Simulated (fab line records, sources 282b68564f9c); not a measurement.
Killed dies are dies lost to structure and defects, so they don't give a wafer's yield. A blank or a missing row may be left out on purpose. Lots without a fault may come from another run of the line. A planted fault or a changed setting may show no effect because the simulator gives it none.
fab line records | flow rit_cmos
record lots=6 wafers=18 last_day=7
route steps=202 shown ACTIVE@14 FOX1@20 FOX2@23 M1@202
lots that met no fault: from a run of the same line without faults
start_h: hours from the record's first day to the start of the lot's first wafer shown | wait_h: hours since the lot's step before | " the same as in the row above | L1.1+2: a row that stands for several wafers | - no value, or no start given | * or withheld: withheld | < > ~ a bound
route shown NAME@n: a module of which the file shows steps, and the number in the route of the first | usual: mean/standard deviation of fault-free wafers | same: alike in all rows | chamber/n: place in a boat | sites: the reading at each site | _std_site: their standard deviation | _edge_site: outer sites' mean less inner sites' | radius_mm: how far each site lies from the wafer's centre | mask NAME#n: copy n | behind: the tool/chamber that last shaped the wafer | hold: why the lot was held/for how many hours/how that ended | device: the transistor (n, p or np) that didn't switch | end of line: the same wafers' tests at the end of the route | a step without rows: its recipe alone | killed: dies lost to structure and defects at the first sort, not the wafer's yield | map: a wafer's dies, x killed, . not, _ none there
set.NAME: the setting as run; set.NAME@STEP: as run at that earlier step | model.NAME: the simulator's own value behind a step, which no gauge read
lots at some steps of the route; a table a step, a row a wafer
services: from which hour (start_h, from the record's first day; less than 0 if before it) a tool's chamber was out of use, for how many hours, and why
## steps
# step RIT_ACTIVE_ETCH_13
# recipe stop_on=SiO2 chemistry=SF6 target=Si3N4 time_s=210 over_etch_frac=0.4 SF6_flow_sccm=200 pressure_mtorr=260 rf_w=125 target_depth_a=2100
# usual drypump_motor_current_A=5.9/0.34 oes_product_au=0.818/0.012 run_length_s=238.3/0.36 throttle_valve_pct=7.46/0.094
# same time_s=210
# columns lot.wafer tool chamber start_h wait_h drypump_motor_current_A oes_product_au rf_hours_counter_h run_length_s throttle_valve_pct
L521.1 rie_diel-04 3 27.12 0.1 6.0 0.820 7 238.2 7.48
L521.3 " 0 " " 6.3 0.799 89 238.4 7.65
L521.6 " 3 " " 6.0 0.822 - 238.1 7.47
L524.2 rie_diel-04 2 41.18 0.1 5.5 0.830 4 238.1 7.45
L524.4 " 2 " " 5.5 0.823 - 238.3 7.47
L524.5 " 3 " " 6.0 0.820 - 238.4 7.47
L530.1 rie_diel-04 1 71.69 0.1 5.8 0.823 131 238.0 7.47
L530.4 " 3 " " 6.0 0.819 7 238.0 7.47
L530.5 " 3 " " 6.0 0.813 - 238.0 7.47
L531.2 rie_diel-01 1 76.71 0.1 5.3 0.816 144 237.8 7.61
L531.3 " 0 " " 6.3 0.834 88 237.6 7.36
L531.4 " 2 " " 5.7 0.830 53 238.1 7.46
L535.2 rie_diel-01 0 95.60 0.1 6.3 0.826 89 238.1 7.35
L535.4 " 0 " " 6.4 0.832 - 237.6 7.34
L535.5 " 3 " " 5.8 0.810 - 238.4 7.36
L540.1 rie_diel-04 2 119.83 0.1 5.4 0.815 5 238.6 7.48
L540.3 " 0 " " 6.3 0.788 91 238.9 7.66
L540.5 " 2 " " 5.4 0.825 - 238.0 7.48
# step RIT_ACTIVE_STRIP_14
# recipe chemistry=O2 time_s=180 resist=NOVOLAK platen_temp_c=withheld power_w=500 pressure_mtorr=4000 o2_flow_sccm=4000
# usual drypump_motor_current_A=5.6/0.6
# same time_s=180
# columns lot.wafer tool chamber start_h wait_h drypump_motor_current_A rf_hours_counter_h
L521.1 plasma_asher-03 0 27.26 0.1 5.1 38
L521.3 " 0 " " 5.1 -
L521.6 " 0 " " 5.1 -
L524.2 plasma_asher-04 1 41.31 0.1 6.9 40
L524.4 " 1 " " 6.9 -
L524.5 " 0 " " 5.8 -
L530.1 plasma_asher-02 1 71.83 0.1 5.4 42
L530.4 " 1 " " 5.5 -
L530.5 " 1 " " 5.4 -
L531.2 plasma_asher-03 0 76.85 0.1 5.2 44
L531.3 " 0 " " 5.2 -
L531.4 " 1 " " 5.2 -
L535.2 plasma_asher-03 0 95.74 0.1 5.1 46
L535.4 " 1 " " 5.1 -
L535.5 " 0 " " 5.1 -
L540.1 plasma_asher-03 1 119.97 0.1 5.2 0
L540.3 " 1 " " 5.1 -
L540.5 " 0 " " 5.2 -
# step RIT_ACTIVE_CD_MEAS_90
# recipe target_cd_nm=1400
# usual cd_nm=1400.5/2.1
# columns lot.wafer tool chamber start_h wait_h cd_nm
L521.1 cd_sem-01 - 27.43 0.1 1396.6
L521.3 " - " " 1399.4
L521.6 " - " " 1399.4
L524.2 cd_sem-01 - 41.51 0.1 1400.4
L524.4 " - " " 1402.6
L524.5 " - " " 1403.5
L530.1 cd_sem-01 - 72.00 0.1 1403.4
L530.4 " - " " 1403.9
L530.5 " - " " 1404.9
L531.2 cd_sem-01 - 77.04 0.1 1398.5
L531.3 " - " " 1396.4
L531.4 " - " " 1400.0
L535.2 cd_sem-02 - 95.93 0.1 1400.2
L535.4 " - " " 1401.1
L535.5 " - " " 1399.4
L540.1 cd_sem-01 - 120.14 0.1 1403.0
L540.3 " - " " 1401.9
L540.5 " - " " 1402.4
# step RIT_ACTIVE_CLEAN_15
# recipe chemistry=SC1 mix=3:3:50 time_s=600 temp_c=75
# step RIT_ACTIVE_CLEAN_16
# recipe chemistry=dHF dilution=50:1 time_s=30
# step RIT_ACTIVE_CLEAN_17
# recipe chemistry=SC2 mix=3:3:50 time_s=600 temp_c=75 dry=n2_spin
# step RIT_FOX1_OXIDATION_00
# recipe temp_c=1100 ambient=H2O target_thk_a=3507 p_h2o_torr=720 ox_time_s=1130
# step RIT_FOX1_THK_MEAS_01
# recipe reads=SiO2_of_FOX1_OXIDATION_00
# usual FOX1_OXIDE_THK=349/4.8
# columns lot.wafer tool chamber start_h wait_h FOX1_OXIDE_THK[nm]
L521.1 film_metro-03 - 29.23 0.0 345
L521.3 " - " " 346
L521.6 " - " " 351
L524.2 film_metro-02 - 43.35 0.0 349
L524.4 " - " " 354
L524.5 " - " " 345
L530.1 film_metro-02 - 74.06 0.0 345
L530.4 " - " " 342
L530.5 " - " " 344
L531.2 film_metro-01 - 79.45 0.0 344
L531.3 " - " " 348
L531.4 " - " " 342
L535.2 film_metro-01 - 98.20 0.0 345
L535.4 " - " " 351
L535.5 " - " " 352
L540.1 film_metro-01 - 123.37 0.0 345
L540.3 " - " " 345
L540.5 " - " " 346
# step RIT_FOX1_WET_ETCH_02
# recipe chemistry=BOE target_depth_nm=350 time_s=390 temp_c=21.5 dry=n2_spin dilution=10:1 target=SiO2
# step RIT_FOX2_OXIDATION_00
# recipe temp_c=1100 ambient=H2O target_thk_a=3507 p_h2o_torr=720 ox_time_s=1130
# step RIT_FOX2_THK_MEAS_01
# recipe reads=SiO2_of_FOX2_OXIDATION_00
# usual FOX2_OXIDE_THK=352/5.2
# columns lot.wafer tool chamber start_h wait_h FOX2_OXIDE_THK[nm]
L521.1 film_metro-04 - 30.72 0.0 360
L521.3 " - " " 356
L521.6 " - " " 353
L524.2 film_metro-04 - 44.84 0.0 354
L524.4 " - " " 351
L524.5 " - " " 346
L530.1 film_metro-04 - 75.55 0.0 342
L530.4 " - " " 348
L530.5 " - " " 351
L531.2 film_metro-04 - 81.02 0.0 358
L531.3 " - " " 362
L531.4 " - " " 354
L535.2 film_metro-01 - 100.43 0.0 347
L535.4 " - " " 341
L535.5 " - " " 347
L540.1 film_metro-03 - 124.87 0.0 352
L540.3 " - " " 349
L540.5 " - " " 359
# step RIT_FOX2_CLEAN_02
# recipe chemistry=dHF dilution=50:1 time_s=180
# step RIT_FOX2_WET_ETCH_03
# recipe chemistry=H3PO4 target=Si3N4 target_depth_nm=195 temp_c=165 time_s=2700
# usual run_length_s=2728/3.3
# columns lot.wafer tool chamber start_h wait_h run_length_s
L521.1 wet_bench-02 0 30.84 0.0 2737
L521.3 " 0 " " 2737
L521.6 " 0 " " 2737
L524.2 wet_bench-04 1 44.95 0.0 2726
L524.4 " 1 " " 2726
L524.5 " 1 " " 2726
L530.1 wet_bench-04 3 75.66 0.0 2555
L530.4 " 3 " " 2555
L530.5 " 3 " " 2555
L531.2 wet_bench-04 1 81.12 0.0 2555
L531.3 " 1 " " 2555
L531.4 " 1 " " 2555
L535.2 wet_bench-01 1 100.54 0.0 2728
L535.4 " 1 " " 2728
L535.5 " 1 " " 2728
L540.1 wet_bench-01 2 125.00 0.0 2732
L540.3 " 2 " " 2732
L540.5 " 2 " " 2732
# step RIT_FOX2_THK_MEAS_90
# recipe reads=SiO2_of_FOX2_OXIDATION_00
# usual FIELD_OXIDE_LEFT_1_THK=325/5.1
# columns lot.wafer tool chamber start_h wait_h FIELD_OXIDE_LEFT_1_THK[nm]
L521.1 film_metro-04 - 31.67 0.0 332
L521.3 " - " " 329
L521.6 " - " " 326
L524.2 film_metro-04 - 45.72 0.0 326
L524.4 " - " " 324
L524.5 " - " " 319
L530.1 film_metro-03 - 76.42 0.0 316
L530.4 " - " " 321
L530.5 " - " " 325
L531.2 film_metro-03 - 81.89 0.1 331
L531.3 " - " " 336
L531.4 " - " " 326
L535.2 film_metro-04 - 101.31 0.0 319
L535.4 " - " " 313
L535.5 " - " " 319
L540.1 film_metro-04 - 125.90 0.0 325
L540.3 " - " " 322
L540.5 " - " " 331
# step RIT_M1_PROBE_99
# usual killed_at_contacts=0.0/0.16 killed_at_front_end=7.1/2.7 killed_dies=7.2/2.7 killed_open=3.5/1.9 killed_short=3.6/1.9
# same gross_dies=264 killed_at_M0_to_M3=0 killed_at_M4_up=0 killed_at_back_side=0 killed_at_other=0
# columns lot.wafer tool chamber start_h wait_h killed_at_contacts killed_at_front_end killed_dies killed_open killed_short
L524.2 prober-01 - 88.26 0.1 0 6 6 5 1
L524.4 prober-01 - 88.36 0.2 0 6 6 4 2
L524.5 prober-01 - 88.41 0.2 0 8 8 2 6
L530.1 prober-01 - 116.60 0.1 0 8 8 4 4
L530.4 prober-01 - 116.75 0.2 0 4 4 2 2
L530.5 prober-01 - 116.80 0.2 0 10 10 4 5
L531.2 prober-02 - 121.89 0.1 0 4 4 2 2
L531.3 prober-02 - 121.94 0.2 0 6 6 4 2
L531.4 prober-02 - 121.99 0.2 0 11 11 6 5
L540.1 prober-01 - 162.99 0.1 0 12 12 6 5
L540.3 prober-01 - 163.09 0.2 0 8 8 2 6
L540.5 prober-01 - 163.19 0.2 0 8 8 4 4
# killed by level:class
L524.2 GATE:geometric_particle:open=3 SPACER:geometric_particle:open=2 REOX:geometric_particle:short=1
L524.4 REOX:geometric_particle:open=2 GATE:geometric_particle:short=1 GATE:geometric_particle:open=1 REOX:geometric_particle:short=1 SILICIDE:geometric_particle:open=1
L524.5 GATE:geometric_particle:short=2 REOX:geometric_particle:short=2 REOX:geometric_particle:open=2 SPACER:geometric_particle:short=1 SILICIDE:geometric_particle:short=1
L530.1 FOX1:geometric_particle:short=2 SPACER:geometric_particle:open=2 FOX1:geometric_particle:open=1 GATE:geometric_particle:short=1 REOX:geometric_particle:short=1 SILICIDE:geometric_particle:open=1
L530.4 FOX1:geometric_particle:short=1 GATE:geometric_particle:open=1 SPACER:geometric_particle:short=1 SILICIDE:geometric_particle:open=1
L530.5 FOX1:geometric_particle:open=3 GATE:geometric_particle:short=3 FOX1:geometric_particle:short=2 SILICIDE:geometric_particle:open=1 PRETRO:coat_microbubble_printed=1
L531.2 FOX1:geometric_particle:open=1 GATE:geometric_particle:open=1 GATE:geometric_particle:short=1 SILICIDE:geometric_particle:short=1
L531.3 GATE:geometric_particle:open=2 REOX:geometric_particle:open=2 GATE:geometric_particle:short=1 REOX:geometric_particle:short=1
L531.4 SILICIDE:geometric_particle:open=3 FOX1:geometric_particle:short=2 GATE:geometric_particle:short=2 FOX1:geometric_particle:open=1 GATE:geometric_particle:open=1 REOX:geometric_particle:short=1 REOX:geometric_particle:open=1
L540.1 REOX:geometric_particle:short=4 SILICIDE:geometric_particle:open=3 GATE:geometric_particle:open=2 FOX1:geometric_particle:short=1 FOX2:geometric_particle:open=1 PRETRO:coat_microbubble_printed=1
L540.3 GATE:geometric_particle:short=3 FOX2:geometric_particle:short=2 GATE:geometric_particle:open=1 REOX:geometric_particle:open=1 REOX:geometric_particle:short=1
L540.5 GATE:geometric_particle:short=2 SPACER:geometric_particle:open=2 FOX2:geometric_particle:short=1 FOX2:geometric_particle:open=1 REOX:geometric_particle:open=1 REOX:geometric_particle:short=1
## services
# columns tool chamber start_h hours kind
rie_diel-04 2 10.36 12.4 repair
rie_diel-04 1 39.31 4.1 repair
plasma_asher-02 - 41.58 7.8 repair
rie_diel-01 1 95.27 5.7 repair
plasma_asher-03 - 108.75 9.0 pm
plasma_asher-03 0 108.75 9.0 vent_cycle
plasma_asher-03 1 108.75 9.0 vent_cycle
plasma_asher-02 - 109.58 2.8 pm
plasma_asher-03 0 117.75 - clean
plasma_asher-03 1 117.75 - clean
rie_diel-04 1 119.63 19.8 repair
## key
first_sign step=RIT_FOX2_WET_ETCH_03 reading=run_length_s direction=down sigmas=52 usual=* struck=*
effect none on later readings
met_at RIT_FOX2_WET_ETCH_03
struck_wafers L530.1,L530.4,L530.5,L531.2,L531.3,L531.4
tester_left_out L530,L531
onset_between 44.95 75.66
fault kind=process_parameter_drift tool=wet_bench-04 chamber=- onset_h=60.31 steps=RIT_FOX2_WET_ETCH_03 channel=time_s offset=* shape=step end_h=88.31 acts_in=* stated=*
# tester_left_out: of these lots the tester's yield and bins aren't shown, on N5 and GAA mostly nor the transistor test; their killed dies are dies lost to structure and defects alone, not to doping, threshold or leakage, so they don't give the yield
